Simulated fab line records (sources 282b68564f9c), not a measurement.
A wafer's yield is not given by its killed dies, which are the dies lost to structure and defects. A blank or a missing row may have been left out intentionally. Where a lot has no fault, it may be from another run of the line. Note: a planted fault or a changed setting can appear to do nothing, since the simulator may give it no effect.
The tool behind it: which one? | flow ritCmos | 14 lots, 42 wafers sampled, at 2 steps of a route of 202

## WHAT EACH GAUGE READ, for each wafer
RIT_NWELL_TW_MEAS_10. Usual: for NWELL_TW the level is 2149 and the standard deviation is 13.
lot  | measured    | on           | NWELL_TW       | flag
L896 | day 2 03:01 | filmMetro-03 | 2170 2155 2170 | 
L897 | day 2 06:56 | filmMetro-01 | 2133 2135 2139 | 
L898 | day 2 12:50 | filmMetro-02 | 2158 2152 2162 | 
L899 | day 2 16:46 | filmMetro-01 | 2147 2137 2136 | 
L900 | day 2 23:38 | filmMetro-01 | 2130 2130 2131 | 
L902 | day 3 08:20 | filmMetro-02 | 2093 2095 2097 | OFF
L903 | day 3 13:20 | filmMetro-02 | 2088 2097 2080 | OFF
L904 | day 3 17:49 | filmMetro-02 | 2152 2149 2149 | 
L905 | day 3 22:49 | filmMetro-03 | 2167 2159 2157 | 
L912 | day 5 10:45 | filmMetro-03 | 2179 2170 2173 | 
L914 | day 5 21:28 | filmMetro-01 | 2143 2155 2144 | 
L915 | day 6 03:25 | filmMetro-01 | 2135 2135 2138 | 
L916 | day 6 06:27 | filmMetro-02 | 2134 2136 2148 | 
L917 | day 6 10:52 | filmMetro-03 | 2167 2153 2160 | 

## TOOL THAT RAN EACH LOT (tool first, then ch and the chambers of the sampled wafers, then the start)
lot  | RIT_NWELL_DEVELOP_05
L896 | lithoTrack-03 ch 0, day 2 02:00
L897 | lithoTrack-01 ch 0, day 2 06:00
L898 | lithoTrack-03 ch 0, day 2 12:00
L899 | lithoTrack-01 ch 0, day 2 15:00
L900 | lithoTrack-03 ch 0, day 2 22:00
L902 | lithoTrack-03 ch 0, day 3 07:00
L903 | lithoTrack-03 ch 0, day 3 12:00
L904 | lithoTrack-01 ch 0, day 3 17:00
L905 | lithoTrack-01 ch 0, day 3 22:00
L912 | lithoTrack-02 ch 0, day 5 09:00
L914 | lithoTrack-01 ch 0, day 5 20:00
L915 | lithoTrack-02 ch 0, day 6 02:00
L916 | lithoTrack-02 ch 0, day 6 05:00
L917 | lithoTrack-02 ch 0, day 6 10:00
- RIT_NWELL_DEVELOP_05: develop time 68 s.

## AS READ BY THE TOOLS THEMSELVES (means over the sampled wafers that have a number; for cases with no such wafer, the mark the record gives instead)
The record holds no such reading with a usual standard deviation.

## THE ANSWER, worked out from the rows above alone
Rule: take the mean of a lot's wafers that have a number; if it is more than 3 standard deviations from the usual mean, the lot is off. Also off: a lot with no number at a reading for which 4 or more lots have one. Any other lot the step has rows for is counted as sound. Order of review: gauges by route order, followed by the tools' own readings, for which a lot's mean as printed above is used. At the first step where some lot is off, the reading lying furthest off is the one used; lots without a number count as furthest.
Off: L902, L903, at RIT_NWELL_TW_MEAS_10 (NWELL_TW).
A tool fits if, at a process step before that reading, it ran every lot that is off, and no sound lot after the first of them. The gauges at RIT_NWELL_TW_MEAS_10 are tried like those tools. One fits: RIT_NWELL_DEVELOP_05 on lithoTrack-03. Its last sound lot is L900 (day 2 22:00), its first lot that is off L902 (day 3 07:00): a fault that began between those two fits.

## WHAT THE SIMULATOR HAD PUT IN
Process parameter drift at RIT_NWELL_DEVELOP_05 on lithoTrack-03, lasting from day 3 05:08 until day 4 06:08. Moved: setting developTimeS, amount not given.
Shown lots that were struck: L902, L903. The rule given above showed the same thing.
